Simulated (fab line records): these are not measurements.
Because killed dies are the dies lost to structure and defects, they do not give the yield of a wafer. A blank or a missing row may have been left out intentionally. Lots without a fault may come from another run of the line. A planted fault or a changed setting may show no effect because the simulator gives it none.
Chamber matching :: flow berkeley_cmos170 :: UCB170_V2_CMP_02 on cmp-02: 4 sister chambers
The step polishes SiO2. 4 wafers are shown with their chamber, then 8 later ones without.

## WAFERS PAIRED WITH THEIR CHAMBERS
wafer: L181.4
chamber: 1
motor_current_A (A): 14.1

wafer: L182.2
chamber: 0
motor_current_A (A): 16.3

wafer: L182.6
chamber: 3
motor_current_A (A): 16.9

wafer: L195.1
chamber: 2
motor_current_A (A): 16.8

## WAFERS WITHOUT THEIR CHAMBER
wafer: L195.3
motor_current_A (A): 15.7

wafer: L195.5
motor_current_A (A): 16.2

wafer: L193.1
motor_current_A (A): 14.5

wafer: L193.3
motor_current_A (A): 17.6

wafer: L193.5
motor_current_A (A): 16.0

wafer: L194.2
motor_current_A (A): 17.4

wafer: L194.4
motor_current_A (A): 15.1

wafer: L194.5
motor_current_A (A): 18.0

## WHICH CHAMBER EACH ONE RAN IN
wafer: L195.3
from the rows above: can't be placed: 0 or 2 or 3 or 1
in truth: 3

wafer: L195.5
from the rows above: can't be placed: 0 or 2 or 3
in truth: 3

wafer: L193.1
from the rows above: 1
in truth: 1

wafer: L193.3
from the rows above: can't be placed: 3 or 2 or 0
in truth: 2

wafer: L193.5
from the rows above: can't be placed: 0 or 2 or 3
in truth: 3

wafer: L194.2
from the rows above: can't be placed: 3 or 2 or 0
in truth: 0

wafer: L194.4
from the rows above: can't be placed: 1 or 0 or 2 or 3
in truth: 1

wafer: L194.5
from the rows above: can't be placed: 3 or 2 or 0
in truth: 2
Correct placement for 1 of the 8. Not placeable from these rows: 7 (in 7, the candidates include the true chamber). Number placed wrongly: 0.
How it was worked out, from the rows above alone: a wafer's distance from a chamber is the root of the sum, over the readings, of the square of ((its reading less the chamber's mean) divided by the reading's scatter). If the next closest chamber is less than 2 further off than the closest, the wafer can't be placed; otherwise it belongs to the closest. Each chamber's mean is taken over the wafers shown for it. The scatter: with one shown wafer a chamber, the root of the mean of the squares of how far each hidden wafer lies from its nearest shown one.
